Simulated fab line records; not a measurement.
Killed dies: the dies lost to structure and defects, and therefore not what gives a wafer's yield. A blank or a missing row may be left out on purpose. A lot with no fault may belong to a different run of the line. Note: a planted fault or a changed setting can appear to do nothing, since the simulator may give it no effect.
fab line records	flow ritCmos
[record] lots = 6	wafers = 18	lastDay = 7
route steps=202 shown PWELL@49 WELLDRIVE@50 NWELL@51 NRETRO@53 M1@202
lots untouched by any fault: they come from a run of this same line in which no faults occurred
startH: hours from the record's first day to the start of the lot's first wafer shown	waitH: how many hours have passed since the lot's step before this one	" repeats the value in the row above	L1.1+2: a row that stands for several wafers	- no value present, or no start provided	* or withheld: withheld	< > ~ a bound
route shown NAME@n: names a module that has steps shown in the file, with the first one's number in the route	usual: mean/standard deviation of fault-free wafers	same: alike in all rows	chamber/n: place in a boat	sites: readings site by site	_std_site: standard deviation of those values	_edge_site: outer sites' mean less inner sites'	radiusMm: how far each site lies from the wafer's centre	mask NAME#n: copy n	behind: the most recent tool/chamber to have shaped the wafer	hold: why the lot was held/for how many hours/how that ended	device: the transistor (n, p or np) that didn't switch	end of line: the tests these same wafers got at the end of their route	a step given without rows: its recipe and nothing more	killed: at the first sort, the dies lost to defects and structure; wafer yield is something else	map: a wafer's dies, marking killed ones x, the rest . and places with no die _
set.NAME: setting as actually run; set.NAME@STEP: the setting as run at that earlier step	model.NAME: the simulator's own value behind a step, which no gauge read
lots at some steps of the route; a table a step, a row a wafer
services: when a tool's chamber went out of use (startH, in hours from the record's first day, below 0 if earlier), for how many hours, and the reason
[[steps]]
[step RIT_PWELL_TW_MEAS_10]
[usual] PWELL_TW = 960/4.2
lot.wafer	tool	chamber	startH	waitH	PWELL_TW
L727.1	filmMetro-01	-	47.70	0.1	959
L727.3	"	-	"	"	956
L727.5	"	-	"	"	958
L732.2	filmMetro-01	-	72.57	0.1	967
L732.3	"	-	"	"	965
L732.4	"	-	"	"	963
L734.1	filmMetro-01	-	83.84	0.1	959
L734.5	"	-	"	"	962
L734.6	"	-	"	"	956
L736.1	filmMetro-04	-	103.51	0.1	961
L736.5	"	-	"	"	964
L736.6	"	-	"	"	968
L740.1	filmMetro-04	-	114.97	0.1	965
L740.2	"	-	"	"	961
L740.6	"	-	"	"	967
L742.1	filmMetro-04	-	122.68	0.1	958
L742.4	"	-	"	"	959
L742.5	"	-	"	"	959
[step RIT_WELLDRIVE_ANNEAL_00]
[recipe] tempC = 1100	timeS = 14700	ambient = N2
[step RIT_WELLDRIVE_RS_MEAS_01]
[recipe] thkMeasGauge = four-point-probe
[usual] NWELL_RS = 279.7/0.75
lot.wafer	tool	chamber	startH	waitH	NWELL_RS[ohm/sq]
L727.1	filmMetro-01	-	52.95	0.0	279.0
L727.3	"	-	"	"	280.1
L727.5	"	-	"	"	279.5
L732.2	filmMetro-04	-	78.32	0.0	278.7
L732.3	"	-	"	"	280.2
L732.4	"	-	"	"	279.4
L734.1	filmMetro-04	-	88.98	0.0	279.5
L734.5	"	-	"	"	279.2
L734.6	"	-	"	"	279.5
L736.1	filmMetro-04	-	109.56	0.0	279.7
L736.5	"	-	"	"	279.9
L736.6	"	-	"	"	279.2
L740.1	filmMetro-04	-	120.11	0.0	278.4
L740.2	"	-	"	"	278.3
L740.6	"	-	"	"	279.0
L742.1	filmMetro-01	-	127.83	0.0	279.9
L742.4	"	-	"	"	280.3
L742.5	"	-	"	"	280.0
[step RIT_WELLDRIVE_RS_MEAS_02]
[recipe] thkMeasGauge = four-point-probe
[usual] PWELL_RS = 429.6/1.4
lot.wafer	tool	chamber	startH	waitH	PWELL_RS[ohm/sq]
L727.1	filmMetro-01	-	53.07	0.1	430.6
L727.3	"	-	"	"	431.1
L727.5	"	-	"	"	429.2
L732.2	filmMetro-04	-	78.44	0.1	427.1
L732.3	"	-	"	"	426.7
L732.4	"	-	"	"	427.2
L734.1	filmMetro-04	-	89.10	0.1	429.8
L734.5	"	-	"	"	427.6
L734.6	"	-	"	"	428.8
L736.1	filmMetro-04	-	109.68	0.1	430.4
L736.5	"	-	"	"	431.0
L736.6	"	-	"	"	429.7
L740.1	filmMetro-04	-	120.23	0.1	432.1
L740.2	"	-	"	"	431.2
L740.6	"	-	"	"	429.3
L742.1	filmMetro-01	-	127.95	0.1	428.7
L742.4	"	-	"	"	430.3
L742.5	"	-	"	"	430.6
[step RIT_NRETRO_HMDS_00]
[recipe] primeTimeS = 60	primeTempC = 140
[step RIT_NRETRO_COAT_01]
[recipe] resist = NOVOLAK	spinRpm = 2000	resistThkNm = 1300
[step RIT_NRETRO_SOFTBAKE_02]
[recipe] resist = NOVOLAK	tempC = 90	timeS = 60
[step RIT_NRETRO_EXPOSE_03]
[recipe] maskId = M4	na = 0.57	targetCdNm = 43900	doseMj = 250
[step RIT_NRETRO_PEB_04]
[recipe] resist = NOVOLAK	tempC = withheld	timeS = withheld
[step RIT_NRETRO_DEVELOP_05]
[recipe] resist = NOVOLAK	developTimeS = 68	devTempC = 21.99
[step RIT_NRETRO_OVL_MEAS_06]
[usual] NRETRO_OVL = 1.9/1.3
lot.wafer	tool	chamber	startH	waitH	NRETRO_OVL[nm]
L727.1	overlay-02	-	54.07	-	2.1
L727.3	"	-	"	"	0.9
L727.5	"	-	"	"	-0.1
L732.2	overlay-01	-	79.55	-	1.4
L732.3	"	-	"	"	1.7
L732.4	"	-	"	"	1.2
L734.1	overlay-02	-	90.10	-	2.0
L734.5	"	-	"	"	2.6
L734.6	"	-	"	"	1.1
L736.1	overlay-01	-	110.91	-	4.7
L736.5	"	-	"	"	3.0
L736.6	"	-	"	"	2.3
L740.1	overlay-01	-	121.36	-	3.3
L740.2	"	-	"	"	2.4
L740.6	"	-	"	"	2.5
L742.1	overlay-01	-	129.07	-	1.3
L742.4	"	-	"	"	0.7
L742.5	"	-	"	"	1.9
[step RIT_NRETRO_HARDBAKE_07]
[recipe] resist = NOVOLAK	tempC = 140	timeS = 120
[step RIT_NRETRO_IMPLANT_08]
[recipe] species = P	energyKev = 70	doseCm2 = 1e+13	tiltDeg = 7
[usual] beamEnergyKeV = 70.006/0.022
lot.wafer	tool	chamber	startH	waitH	beamEnergyKeV	model.implant.rpNm	model.implant.drpNm
L727.1	implanter-02	0	54.36	0.2	70.008	83.98	33.94
L727.3	"	0	"	"	70.013	83.98	33.94
L727.5	"	0	"	"	70.014	83.98	33.94
L732.2	implanter-04	0	79.85	0.2	69.999	84.04	33.94
L732.3	"	0	"	"	70.014	84.04	33.94
L732.4	"	0	"	"	70.011	84.04	33.94
L734.1	implanter-04	0	90.39	0.2	45.495	55.77	23.6
L734.5	"	0	"	"	45.520	55.77	23.6
L734.6	"	0	"	"	45.504	55.77	23.6
L736.1	implanter-04	0	111.20	0.2	45.482	55.57	23.6
L736.5	"	0	"	"	45.493	55.57	23.6
L736.6	"	0	"	"	45.488	55.57	23.6
L740.1	implanter-01	0	121.64	0.2	70.009	83.15	33.94
L740.2	"	0	"	"	69.979	83.15	33.94
L740.6	"	0	"	"	69.960	83.15	33.94
L742.1	implanter-01	0	129.36	0.2	69.977	82.22	33.94
L742.4	"	0	"	"	69.989	82.22	33.94
L742.5	"	0	"	"	70.019	82.22	33.94
[step RIT_NRETRO_STRIP_09]
[recipe] chemistry = O2	timeS = 180	resist = NOVOLAK	platenTempC = withheld	powerW = 500	pressureMtorr = 4000	o2FlowSccm = 4000
[usual] drypumpMotorCurrentA = 5.9/0.36
lot.wafer	tool	chamber	startH	waitH	drypumpMotorCurrentA	rfHoursCounterH
L727.1	plasmaAsher-02	1	54.51	0.1	6.1	43
L727.3	"	1	"	"	6.1	-
L727.5	"	1	"	"	6.1	-
L732.2	plasmaAsher-04	1	79.98	0.1	5.3	44
L732.3	"	1	"	"	5.3	-
L732.4	"	0	"	"	6.3	-
L734.1	plasmaAsher-04	1	90.54	0.1	5.3	45
L734.5	"	1	"	"	5.2	-
L734.6	"	0	"	"	6.3	-
L736.1	plasmaAsher-02	0	111.35	0.1	6.0	48
L736.5	"	1	"	"	6.1	-
L736.6	"	0	"	"	6.0	-
L740.1	plasmaAsher-01	0	121.79	0.1	6.2	1
L740.2	"	1	"	"	5.2	1
L740.6	"	1	"	"	5.2	-
L742.1	plasmaAsher-01	0	129.51	0.1	6.2	2
L742.4	"	1	"	"	5.2	-
L742.5	"	1	"	"	5.2	-
[step RIT_NRETRO_TW_MEAS_10]
[usual] NRETRO_TW = 1055/6.2
lot.wafer	tool	chamber	startH	waitH	hold	NRETRO_TW
L727.1	filmMetro-03	-	54.68	0.1	-	1064
L727.3	"	-	"	"	-	1067
L727.5	"	-	"	"	-	1055
L732.2	filmMetro-03	-	80.16	0.1	-	1057
L732.3	"	-	"	"	-	1062
L732.4	"	-	"	"	-	1066
L734.1	filmMetro-01	-	90.71	0.1	awaitDispo/0.2h/release	949
L734.5	"	-	"	"	awaitDispo/0.2h/release	954
L734.6	"	-	"	"	awaitDispo/0.2h/release	954
L734.1	filmMetro-01	-	90.94	0.2	-	952
L734.5	"	-	"	"	-	950
L734.6	"	-	"	"	-	952
L736.1	filmMetro-03	-	111.52	0.1	awaitDispo/0.2h/release	948
L736.5	"	-	"	"	awaitDispo/0.2h/release	943
L736.6	"	-	"	"	awaitDispo/0.2h/release	946
L736.1	filmMetro-03	-	111.84	0.3	-	949
L736.5	"	-	"	"	-	946
L736.6	"	-	"	"	-	946
L740.1	filmMetro-02	-	122.00	0.2	-	1042
L740.2	"	-	"	"	-	1044
L740.6	"	-	"	"	-	1048
L742.1	filmMetro-01	-	129.68	0.1	-	1058
L742.4	"	-	"	"	-	1056
L742.5	"	-	"	"	-	1054
[step RIT_M1_PROBE_99]
[usual] killedAtContacts = 0.1/0.29	killedAtFrontEnd = 6.3/2.8	killedDies = 6.4/2.8	killedOpen = 3.3/1.7	killedShort = 3.1/1.9
[same] grossDies = 264	killed_at_M0_to_M3 = 0	killed_at_M4_up = 0	killedAtBackSide = 0	killedAtOther = 0
lot.wafer	tool	chamber	startH	waitH	killedAtContacts	killedAtFrontEnd	killedDies	killedOpen	killedShort
L727.1	prober-02	-	83.66	0.1	0	3	3	1	2
L727.3	prober-02	-	83.76	0.2	0	4	4	0	4
L727.5	prober-02	-	83.86	0.2	0	7	7	4	3
L732.2	prober-01	-	107.41	0.1	0	9	9	4	5
L732.3	prober-01	-	107.46	0.2	1	13	14	5	9
L732.4	prober-01	-	107.51	0.2	1	5	6	3	3
L734.1	prober-01	-	127.86	0.1	0	8	8	3	4
L734.5	prober-01	-	128.06	0.2	0	6	6	3	3
L734.6	prober-01	-	128.11	0.2	0	8	8	4	4
L736.1	prober-02	-	146.95	0.1	0	4	4	4	0
L736.5	prober-02	-	147.15	0.2	0	9	9	5	4
L736.6	prober-02	-	147.20	0.2	0	6	6	3	3
L740.1	prober-01	-	148.38	0.1	0	4	4	2	2
L740.2	prober-01	-	148.43	0.1	0	4	4	2	2
L740.6	prober-01	-	148.63	0.2	1	7	8	4	4
L742.1	prober-01	-	157.47	0.1	0	5	5	3	2
L742.4	prober-01	-	157.62	0.2	0	15	15	9	5
L742.5	prober-01	-	157.67	0.2	0	10	10	1	9
// killed by level:class
L727.1 FOX1:geometricParticle:short=1 REOX:geometricParticle:short=1 SILICIDE:geometricParticle:open=1
L727.3 GATE:geometricParticle:short=3 SPACER:geometricParticle:short=1
L727.5 SILICIDE:geometricParticle:short=3 GATE:geometricParticle:open=2 FOX2:geometricParticle:open=1 SILICIDE:geometricParticle:open=1
L732.2 GATE:geometricParticle:open=3 GATE:geometricParticle:short=2 SPACER:geometricParticle:short=2 REOX:geometricParticle:open=1 SILICIDE:geometricParticle:short=1
L732.3 GATE:geometricParticle:short=5 REOX:geometricParticle:short=3 FOX1:geometricParticle:open=2 SILICIDE:geometricParticle:open=2 CONTACT:geometricParticle:open=1 SILICIDE:geometricParticle:short=1
L732.4 SILICIDE:geometricParticle:short=2 FOX1:geometricParticle:open=1 GATE:geometricParticle:open=1 SILICIDE:geometricParticle:open=1 CONTACT:geometricParticle:short=1
L734.1 FOX1:geometricParticle:short=3 REOX:geometricParticle:open=2 FOX2:geometricParticle:short=1 SPACER:geometricParticle:open=1 NLDD:coatMicrobubblePrinted=1
L734.5 REOX:geometricParticle:open=2 SPACER:geometricParticle:short=2 GATE:geometricParticle:short=1 SPACER:geometricParticle:open=1
L734.6 GATE:geometricParticle:short=3 GATE:geometricParticle:open=2 REOX:geometricParticle:open=2 REOX:geometricParticle:short=1
L736.1 SPACER:geometricParticle:open=3 GATE:geometricParticle:open=1
L736.5 GATE:geometricParticle:short=2 GATE:geometricParticle:open=2 REOX:geometricParticle:open=2 FOX1:geometricParticle:open=1 FOX1:geometricParticle:short=1 FOX2:geometricParticle:short=1
L736.6 GATE:geometricParticle:short=2 SPACER:geometricParticle:open=2 FOX1:geometricParticle:short=1 REOX:geometricParticle:open=1
L740.1 FOX2:geometricParticle:open=1 GATE:geometricParticle:short=1 GATE:geometricParticle:open=1 SILICIDE:geometricParticle:short=1
L740.2 FOX2:geometricParticle:open=2 GATE:geometricParticle:short=2
L740.6 GATE:geometricParticle:open=2 FOX2:geometricParticle:open=1 FOX2:geometricParticle:short=1 GATE:geometricParticle:short=1 REOX:geometricParticle:short=1 SPACER:geometricParticle:short=1 CONTACT:geometricParticle:open=1
L742.1 REOX:geometricParticle:open=2 FOX1:geometricParticle:short=1 SILICIDE:geometricParticle:open=1 SILICIDE:geometricParticle:short=1
L742.4 SPACER:geometricParticle:open=4 REOX:geometricParticle:short=3 GATE:geometricParticle:open=2 FOX1:geometricParticle:open=1 FOX2:geometricParticle:short=1 REOX:geometricParticle:open=1 SILICIDE:geometricParticle:short=1 SILICIDE:geometricParticle:open=1
L742.5 REOX:geometricParticle:short=3 GATE:geometricParticle:short=2 FOX1:geometricParticle:short=1 FOX2:geometricParticle:short=1 REOX:geometricParticle:open=1 SPACER:geometricParticle:short=1 SILICIDE:geometricParticle:short=1
[[services]]
tool	chamber	startH	hours	kind
plasmaAsher-04	-	40.20	13.1	repair
implanter-02	-	56.59	8.4	repair
implanter-02	-	76.25	2.2	repair
plasmaAsher-04	-	83.19	3.2	repair
implanter-02	-	100.83	1.0	repair
implanter-01	-	106.97	2.5	repair
plasmaAsher-01	-	108.75	9.0	pm
plasmaAsher-01	0	108.75	9.0	ventCycle
plasmaAsher-01	1	108.75	9.0	ventCycle
plasmaAsher-01	0	117.75	-	clean
plasmaAsher-01	1	117.75	-	clean
[[key]]
[firstSign] step = RIT_NRETRO_IMPLANT_08	reading = beamEnergyKeV	direction = down	sigmas = 99+	usual = 70.006	struck = 45.497
[effect] step = RIT_NRETRO_TW_MEAS_10	reading = visit	direction = added
[effect] step = RIT_NRETRO_TW_MEAS_10	reading = NRETRO_TW	direction = down	sigmas = 17	usual = 1055	struck = 949
[modelEffect] step = RIT_NRETRO_IMPLANT_08	value = implant.rpNm	without = 86.19	struck = 55.67
metAt RIT_NRETRO_IMPLANT_08
struckWafers L734.1,L734.5,L734.6,L736.1,L736.5,L736.6
testerLeftOut L734,L736
onsetBetween 79.85 90.39
[fault] kind = processParameterDrift	tool = implanter-04	chamber = -	onsetH = 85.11	steps = RIT_NRETRO_IMPLANT_08	channel = energyKev	offset = -24.5	shape = step	endH = 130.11	actsIn = theseRecipesOnly	stated = 70
// testerLeftOut: of these lots the tester's yield and bins aren't shown, on N5 and GAA mostly nor the transistor test; their killed dies are dies lost to structure and defects alone, not to doping, threshold or leakage, so they don't give the yield
